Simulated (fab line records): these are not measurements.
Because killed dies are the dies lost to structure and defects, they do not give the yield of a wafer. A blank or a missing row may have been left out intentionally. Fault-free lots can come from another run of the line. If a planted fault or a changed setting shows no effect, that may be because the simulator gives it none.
Problem report in the 8D (eight disciplines) form, filled by code / flow berkeley_cmos170 / the parts of the form that need people (team, actions taken, sign-off) are left out

1. WHAT IS WRONG
Mean PWELL_TW at UCB170_PWELL_TW_MEAS_17: 358 over 6 wafers in 2 lots; fault-free wafers: 376, standard deviation 3. That is -5.9 standard deviations from the usual mean.
First observed at day 5 18:15: wafer L723.1, on film_metro-04. Wafers with a number at this step in the record: 42, from 14 lots. Rule for "out", or "out of limits": more than 4 standard deviations from the usual mean. Any other wafer with a number is counted as sound.

2. WHAT THIS IS AND IS NOT
question=which readings at this step | is=PWELL_TW | is not=-
question=which lots | is=L723, L725 | is not=L712, L713, L714, L716, L717, L718, L719, L722, L724, L729, L731, L735
question=which wafers of those lots | is=all that have a number | is not=-
question=read on which gauges | is=film_metro-04 | is not=film_metro-01, film_metro-03
question=when | is=from day 5 18:15 | is not=up to then (24 sound wafers); but 12 sound wafers of L724, L729, L731, L735 came after

3. WHAT RULES OUT EACH SUSPECT
Counting: a tool at any process step up to the reading remains a suspect when it ran all the lots that are out and ran no sound lot after the first of those.
- ruled out: the gauge at UCB170_PWELL_TW_MEAS_17. All the wafers that are out were read on film_metro-04, but those of them that UCB170_PWELL_IMPLANT_15 has rows for are out there too, on other tools.
- rie_diel-03 at UCB170_ZERO_ETCH_06 (etches SiO2 in CHF3/CF4/Ar, time 12 s): ruled out as a lasting fault. Following L723 (day 4 05:52), the first lot on it that is out, the sound lots L735 were run on it.
- implanter-04 at UCB170_PWELL_IMPLANT_15: kept. Every lot that is out went through it, starting with L723 (day 5 18:00), and after that it ran no sound lot; the last sound lot it ran before then is L722 (day 5 12:35). Its own beam_energy_keV readings are out on those wafers.
After counting, what remains is implanter-04 at UCB170_PWELL_IMPLANT_15.

4. THE CAUSE (what the simulator had put in)
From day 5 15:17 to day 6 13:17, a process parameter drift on implanter-04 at UCB170_PWELL_IMPLANT_15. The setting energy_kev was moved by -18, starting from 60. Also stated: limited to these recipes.
Only this tool survived the counting.

5. THE EFFECT CHAIN, in route order
One row per reading whose mean, taken over the struck wafers that have a number, lies over 3 standard deviations from the usual. Only readings whose record carries a usual standard deviation are examined. hours: median over the lots of the time between each lot's start at the first step of this table that gives one and its start at this step. sigmas: the change, counted in usual standard deviations.
hours=0; step=UCB170_PWELL_IMPLANT_15; reading=beam_energy_keV; usual=60.003; on struck wafers=42.004; change=-17.999; sigmas=-99 or more
hours=0; step=UCB170_PWELL_TW_MEAS_17; reading=PWELL_TW; usual=376; on struck wafers=358; change=-18; sigmas=-5.9
Here are the process steps it includes:
- UCB170_PWELL_IMPLANT_15
Later measuring or inspecting steps at which every struck wafer that the step has a row for has a number for every such reading, and none has moved that far: UCB170_FIELD_THK_MEAS_90, UCB170_V2_THK_MEAS_01.

6. HOW IT WOULD HAVE BEEN CAUGHT EARLIER
3 hours passed between the start of the fault at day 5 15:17 and the first reading out of limits at a measuring or inspecting step in this record, taken at day 5 18:15.
At UCB170_PWELL_IMPLANT_15, the tool's own readings (beam_energy_keV) were out on each struck wafer the step has a row for, so an alarm limit on them would have fired on the first such wafer.
L725, from the lots that are out (2), started UCB170_PWELL_IMPLANT_15 on implanter-04 later than day 5 18:15. A tool hold placed at that time would have kept it from harm.
